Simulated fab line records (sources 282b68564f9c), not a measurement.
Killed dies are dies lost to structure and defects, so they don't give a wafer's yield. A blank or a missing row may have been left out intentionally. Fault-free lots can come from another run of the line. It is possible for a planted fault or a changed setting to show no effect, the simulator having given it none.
What tool caused it? :: flow rit-cmos :: 15 lots with 45 wafers sampled at 6 steps, on a route of 202 steps

== WHAT THE GAUGES READ, wafer by wafer ==
RIT_GATE_CD_MEAS_16: the cd target is 150 nm. Usual: cd-nm 150.4 nm, standard deviation 2.4.
lot: L118
measured: day 2 21:20
on: cd-sem-01
cd-nm (nm): 150.0 148.5 148.4
flag: 

lot: L120
measured: day 3 07:04
on: cd-sem-02
cd-nm (nm): 150.8 153.3 150.0
flag: 

lot: L123
measured: day 3 19:07
on: cd-sem-02
cd-nm (nm): 147.3 145.4 147.2
flag: 

lot: L124
measured: day 4 03:39
on: cd-sem-01
cd-nm (nm): 151.0 151.7 153.4
flag: 

lot: L125
measured: day 4 05:26
on: cd-sem-02
cd-nm (nm): 150.1 147.9 149.6
flag: 

lot: L126
measured: day 4 09:49
on: cd-sem-01
cd-nm (nm): 157.4 154.8 154.2
flag: 

lot: L127
measured: day 4 19:42
on: cd-sem-02
cd-nm (nm): 152.1 151.6 152.1
flag: 

lot: L128
measured: day 4 20:34
on: cd-sem-01
cd-nm (nm): 150.3 148.3 149.2
flag: 

lot: L130
measured: day 5 05:28
on: cd-sem-01
cd-nm (nm): 151.4 150.9 151.2
flag: 

lot: L133
measured: day 5 21:37
on: cd-sem-02
cd-nm (nm): 148.4 153.2 149.9
flag: 

lot: L134
measured: day 6 01:08
on: cd-sem-01
cd-nm (nm): 152.4 152.9 149.4
flag: 

lot: L135
measured: day 6 06:13
on: cd-sem-01
cd-nm (nm): 150.7 148.0 148.9
flag: 

lot: L136
measured: day 6 13:10
on: cd-sem-02
cd-nm (nm): 145.7 148.1 145.3
flag: 

lot: L139
measured: day 7 04:35
on: cd-sem-01
cd-nm (nm): 147.5 149.1 146.8
flag: 

lot: L140
measured: day 7 12:09
on: cd-sem-02
cd-nm (nm): 154.3 155.5 153.0
flag: 

RIT_NLDD_TW_MEAS_10. Usual: for NLDD_TW the level is 2508 and the standard deviation is 13.
lot: L118
measured: day 3 03:55
on: film-metro-03
NLDD_TW: 2487 2502 2509
flag: 

lot: L120
measured: day 3 13:31
on: film-metro-02
NLDD_TW: 2511 2505 2516
flag: 

lot: L123
measured: day 4 00:39
on: film-metro-03
NLDD_TW: 2485 2507 2491
flag: 

lot: L124
measured: day 4 08:50
on: film-metro-02
NLDD_TW: 2507 2514 2512
flag: 

lot: L125
measured: day 4 10:52
on: film-metro-02
NLDD_TW: 2511 2523 2518
flag: 

lot: L126
measured: day 4 17:27
on: film-metro-02
NLDD_TW: 2510 2516 2519
flag: 

lot: L127
measured: day 5 00:57
on: film-metro-01
NLDD_TW: 2521 2535 2532
flag: 

lot: L128
measured: day 5 01:39
on: film-metro-02
NLDD_TW: 2530 2514 2507
flag: 

lot: L130
measured: day 5 10:43
on: film-metro-02
NLDD_TW: 2499 2517 2496
flag: 

lot: L133
measured: day 6 02:39
on: film-metro-03
NLDD_TW: 2666 2673 2678
flag: OFF

lot: L134
measured: day 6 06:48
on: film-metro-02
NLDD_TW: 2505 2513 2520
flag: 

lot: L135
measured: day 6 12:15
on: film-metro-02
NLDD_TW: 2528 2512 2522
flag: 

lot: L136
measured: day 6 18:23
on: film-metro-03
NLDD_TW: 2681 2667 2661
flag: OFF

lot: L139
measured: day 7 10:27
on: film-metro-01
NLDD_TW: 2684 2685 2697
flag: OFF

lot: L140
measured: day 7 18:16
on: film-metro-02
NLDD_TW: 2515 2488 2490
flag: 

RIT_SDANNEAL_RS_MEAS_07: uses a four-point probe to measure. Usual: for NLDD_RS the level is 151.8 ohm/sq and the standard deviation is 0.47.
lot: L118
measured: day 3 11:52
on: film-metro-03
NLDD_RS (ohm/sq): 151.8 151.9 150.9
flag: 

lot: L120
measured: day 3 21:29
on: film-metro-01
NLDD_RS (ohm/sq): 151.4 150.7 151.7
flag: 

lot: L123
measured: day 4 08:17
on: film-metro-03
NLDD_RS (ohm/sq): 151.5 152.2 151.7
flag: 

lot: L124
measured: day 4 17:03
on: film-metro-01
NLDD_RS (ohm/sq): 151.6 151.8 152.2
flag: 

lot: L125
measured: day 4 18:46
on: film-metro-02
NLDD_RS (ohm/sq): 151.7 151.7 151.9
flag: 

lot: L126
measured: day 5 01:23
on: film-metro-02
NLDD_RS (ohm/sq): 151.5 150.9 151.5
flag: 

lot: L127
measured: day 5 09:06
on: film-metro-01
NLDD_RS (ohm/sq): 151.7 152.0 151.9
flag: 

lot: L128
measured: day 5 10:14
on: film-metro-01
NLDD_RS (ohm/sq): 152.1 151.8 151.8
flag: 

lot: L130
measured: day 5 19:30
on: film-metro-01
NLDD_RS (ohm/sq): 152.6 152.3 152.4
flag: 

lot: L133
measured: day 6 10:39
on: film-metro-02
NLDD_RS (ohm/sq): 122.5 122.6 122.8
flag: OFF

lot: L134
measured: day 6 14:48
on: film-metro-02
NLDD_RS (ohm/sq): 152.3 151.9 151.8
flag: 

lot: L135
measured: day 6 20:25
on: film-metro-03
NLDD_RS (ohm/sq): 151.4 151.5 151.9
flag: 

lot: L136
measured: day 7 02:24
on: film-metro-03
NLDD_RS (ohm/sq): 122.4 122.6 122.0
flag: OFF

lot: L139
measured: day 7 18:14
on: film-metro-03
NLDD_RS (ohm/sq): 122.7 122.8 123.0
flag: OFF

lot: L140
measured: day 8 02:01
on: film-metro-01
NLDD_RS (ohm/sq): 151.4 151.2 150.7
flag: 

== WHAT TOOL EACH LOT RAN ON (gives the tool, then ch and the chambers of the sampled wafers, and finally the start) ==
lot: L118
RIT_PWELL_STRIP_09: plasma-asher-03 ch 0,1, day 2 05:01
RIT_PRETRO_STRIP_09: plasma-asher-01 ch 0,1, day 2 13:26
RIT_NLDD_IMPLANT_08: implanter-04 ch 0, day 3 03:37

lot: L120
RIT_PWELL_STRIP_09: plasma-asher-02 ch 0, day 2 15:54
RIT_PRETRO_STRIP_09: plasma-asher-02 ch 0,1, day 3 00:52
RIT_NLDD_IMPLANT_08: implanter-04 ch 0, day 3 13:13

lot: L123
RIT_PWELL_STRIP_09: plasma-asher-04 ch 0,1, day 3 05:44
RIT_PRETRO_STRIP_09: plasma-asher-01 ch 0,1, day 3 14:11
RIT_NLDD_IMPLANT_08: implanter-04 ch 0, day 4 00:19

lot: L124
RIT_PWELL_STRIP_09: plasma-asher-04 ch 0,1, day 3 11:19
RIT_PRETRO_STRIP_09: plasma-asher-04 ch 0,1, day 3 19:58
RIT_NLDD_IMPLANT_08: implanter-04 ch 0, day 4 08:31

lot: L125
RIT_PWELL_STRIP_09: plasma-asher-03 ch 0,1, day 3 14:56
RIT_PRETRO_STRIP_09: plasma-asher-01 ch 0,1, day 3 23:58
RIT_NLDD_IMPLANT_08: implanter-03 ch 0, day 4 10:35

lot: L126
RIT_PWELL_STRIP_09: plasma-asher-02 ch 0,1, day 3 19:28
RIT_PRETRO_STRIP_09: plasma-asher-02 ch 0,1, day 4 04:56
RIT_NLDD_IMPLANT_08: implanter-02 ch 0, day 4 17:10

lot: L127
RIT_PWELL_STRIP_09: plasma-asher-04 ch 0,1, day 4 06:08
RIT_PRETRO_STRIP_09: plasma-asher-04 ch 0,1, day 4 14:52
RIT_NLDD_IMPLANT_08: implanter-04 ch 0, day 5 00:38

lot: L128
RIT_PWELL_STRIP_09: plasma-asher-02 ch 0,1, day 4 07:02
RIT_PRETRO_STRIP_09: plasma-asher-02 ch 0,1, day 4 15:35
RIT_NLDD_IMPLANT_08: implanter-03 ch 0, day 5 01:20

lot: L130
RIT_PWELL_STRIP_09: plasma-asher-03 ch 0,1, day 4 15:42
RIT_PRETRO_STRIP_09: plasma-asher-04 ch 0,1, day 5 00:19
RIT_NLDD_IMPLANT_08: implanter-04 ch 0, day 5 10:26

lot: L133
RIT_PWELL_STRIP_09: plasma-asher-03 ch 0,1, day 5 07:41
RIT_PRETRO_STRIP_09: plasma-asher-02 ch 0,1, day 5 16:22
RIT_NLDD_IMPLANT_08: implanter-03 ch 0, day 6 02:20

lot: L134
RIT_PWELL_STRIP_09: plasma-asher-04 ch 0,1, day 5 11:19
RIT_PRETRO_STRIP_09: plasma-asher-01 ch 0,1, day 5 19:59
RIT_NLDD_IMPLANT_08: implanter-04 ch 0, day 6 06:29

lot: L135
RIT_PWELL_STRIP_09: plasma-asher-02 ch 0,1, day 5 16:33
RIT_PRETRO_STRIP_09: plasma-asher-01 ch 0,1, day 6 01:13
RIT_NLDD_IMPLANT_08: implanter-04 ch 0, day 6 11:56

lot: L136
RIT_PWELL_STRIP_09: plasma-asher-03 ch 0,1, day 5 21:55
RIT_PRETRO_STRIP_09: plasma-asher-01 ch 0, day 6 06:29
RIT_NLDD_IMPLANT_08: implanter-03 ch 0, day 6 18:03

lot: L139
RIT_PWELL_STRIP_09: plasma-asher-03 ch 0,1, day 6 13:28
RIT_PRETRO_STRIP_09: plasma-asher-01 ch 0,1, day 6 22:01
RIT_NLDD_IMPLANT_08: implanter-03 ch 0, day 7 10:07

lot: L140
RIT_PWELL_STRIP_09: plasma-asher-02 ch 0,1, day 6 19:30
RIT_PRETRO_STRIP_09: plasma-asher-02 ch 0,1, day 7 04:35
RIT_NLDD_IMPLANT_08: implanter-04 ch 0, day 7 17:58
- RIT_PWELL_STRIP_09: strips in O2, time 180 s.
- RIT_PRETRO_STRIP_09: strips in O2, time 180 s.
- RIT_NLDD_IMPLANT_08

== WHAT THE TOOLS THEMSELVES READ (means of the sampled wafers that have a number; where no wafer has one, the mark that the record gives instead) ==
RIT_PWELL_STRIP_09. Usual: drypump-motor-current-A 5.82 A, standard deviation 0.25.
lot: L118
tool: plasma-asher-03
drypump-motor-current-A (A): 6.01
flag: 

lot: L120
tool: plasma-asher-02
drypump-motor-current-A (A): 6.00
flag: 

lot: L123
tool: plasma-asher-04
drypump-motor-current-A (A): 5.76
flag: 

lot: L124
tool: plasma-asher-04
drypump-motor-current-A (A): 5.77
flag: 

lot: L125
tool: plasma-asher-03
drypump-motor-current-A (A): 6.04
flag: 

lot: L126
tool: plasma-asher-02
drypump-motor-current-A (A): 5.76
flag: 

lot: L127
tool: plasma-asher-04
drypump-motor-current-A (A): 5.76
flag: 

lot: L128
tool: plasma-asher-02
drypump-motor-current-A (A): 5.78
flag: 

lot: L130
tool: plasma-asher-03
drypump-motor-current-A (A): 6.04
flag: 

lot: L133
tool: plasma-asher-03
drypump-motor-current-A (A): 6.01
flag: 

lot: L134
tool: plasma-asher-04
drypump-motor-current-A (A): 5.74
flag: 

lot: L135
tool: plasma-asher-02
drypump-motor-current-A (A): 5.79
flag: 

lot: L136
tool: plasma-asher-03
drypump-motor-current-A (A): 6.05
flag: 

lot: L139
tool: plasma-asher-03
drypump-motor-current-A (A): 6.06
flag: 

lot: L140
tool: plasma-asher-02
drypump-motor-current-A (A): 5.56
flag: 

RIT_PRETRO_STRIP_09. Usual: drypump-motor-current-A 5.7 A, standard deviation 0.31.
lot: L118
tool: plasma-asher-01
drypump-motor-current-A (A): 5.9
flag: 

lot: L120
tool: plasma-asher-02
drypump-motor-current-A (A): 5.5
flag: 

lot: L123
tool: plasma-asher-01
drypump-motor-current-A (A): 5.9
flag: 

lot: L124
tool: plasma-asher-04
drypump-motor-current-A (A): 5.8
flag: 

lot: L125
tool: plasma-asher-01
drypump-motor-current-A (A): 5.9
flag: 

lot: L126
tool: plasma-asher-02
drypump-motor-current-A (A): 5.8
flag: 

lot: L127
tool: plasma-asher-04
drypump-motor-current-A (A): 5.7
flag: 

lot: L128
tool: plasma-asher-02
drypump-motor-current-A (A): 5.5
flag: 

lot: L130
tool: plasma-asher-04
drypump-motor-current-A (A): 5.8
flag: 

lot: L133
tool: plasma-asher-02
drypump-motor-current-A (A): 5.5
flag: 

lot: L134
tool: plasma-asher-01
drypump-motor-current-A (A): 5.6
flag: 

lot: L135
tool: plasma-asher-01
drypump-motor-current-A (A): 5.6
flag: 

lot: L136
tool: plasma-asher-01
drypump-motor-current-A (A): 5.4
flag: 

lot: L139
tool: plasma-asher-01
drypump-motor-current-A (A): 5.9
flag: 

lot: L140
tool: plasma-asher-02
drypump-motor-current-A (A): 5.8
flag: 

RIT_NLDD_IMPLANT_08. Usual: dose-ions-cm2 4.999e+14, standard deviation 5.4e+11; faraday-current-uA 1574, standard deviation 30.
lot: L118
tool: implanter-04
dose-ions-cm2: 4.998e+14
faraday-current-uA: 1566
flag: 

lot: L120
tool: implanter-04
dose-ions-cm2: 5.000e+14
faraday-current-uA: 1610
flag: 

lot: L123
tool: implanter-04
dose-ions-cm2: 4.997e+14
faraday-current-uA: 1583
flag: 

lot: L124
tool: implanter-04
dose-ions-cm2: 4.993e+14
faraday-current-uA: 1543
flag: 

lot: L125
tool: implanter-03
dose-ions-cm2: 4.998e+14
faraday-current-uA: 1586
flag: 

lot: L126
tool: implanter-02
dose-ions-cm2: 5.001e+14
faraday-current-uA: 1578
flag: 

lot: L127
tool: implanter-04
dose-ions-cm2: 5.002e+14
faraday-current-uA: 1598
flag: 

lot: L128
tool: implanter-03
dose-ions-cm2: 4.997e+14
faraday-current-uA: 1571
flag: 

lot: L130
tool: implanter-04
dose-ions-cm2: 4.999e+14
faraday-current-uA: 1567
flag: 

lot: L133
tool: implanter-03
dose-ions-cm2: 6.498e+14
faraday-current-uA: 2007
flag: OFF

lot: L134
tool: implanter-04
dose-ions-cm2: 5.000e+14
faraday-current-uA: 1599
flag: 

lot: L135
tool: implanter-04
dose-ions-cm2: 5.000e+14
faraday-current-uA: 1561
flag: 

lot: L136
tool: implanter-03
dose-ions-cm2: 6.505e+14
faraday-current-uA: 2058
flag: OFF

lot: L139
tool: implanter-03
dose-ions-cm2: 6.501e+14
faraday-current-uA: 2053
flag: OFF

lot: L140
tool: implanter-04
dose-ions-cm2: 5.000e+14
faraday-current-uA: 1563
flag: 

== THE ANSWER, worked out from the rows above alone ==
Rule: a lot is off if the mean of its wafers that have a number lies more than 3 standard deviations from the usual mean. Also off: a lot with no number at a reading for which 4 or more lots have one. Where the step has rows for the other lots, those lots are counted as sound. After the gauges, taken in route order, come the tools' own readings; for these a lot's mean is taken, as printed above. At the first step where some lot is off, the reading lying furthest off is the one used; lots without a number count as furthest.
Off: at RIT_NLDD_TW_MEAS_10 (NLDD_TW), L133, L136, L139.
A tool fits if, at a process step before that reading, it ran every lot that is off, and no sound lot after the first of them. The gauges at RIT_NLDD_TW_MEAS_10 aren't tried: what is off there is off at RIT_NLDD_IMPLANT_08 too, on other tools, and a gauge's error can't cause that. Can't be told from this: 2 tools fit, plasma-asher-03 at RIT_PWELL_STRIP_09, implanter-03 at RIT_NLDD_IMPLANT_08.

== WHAT HAD BEEN PUT IN BY THE SIMULATOR ==
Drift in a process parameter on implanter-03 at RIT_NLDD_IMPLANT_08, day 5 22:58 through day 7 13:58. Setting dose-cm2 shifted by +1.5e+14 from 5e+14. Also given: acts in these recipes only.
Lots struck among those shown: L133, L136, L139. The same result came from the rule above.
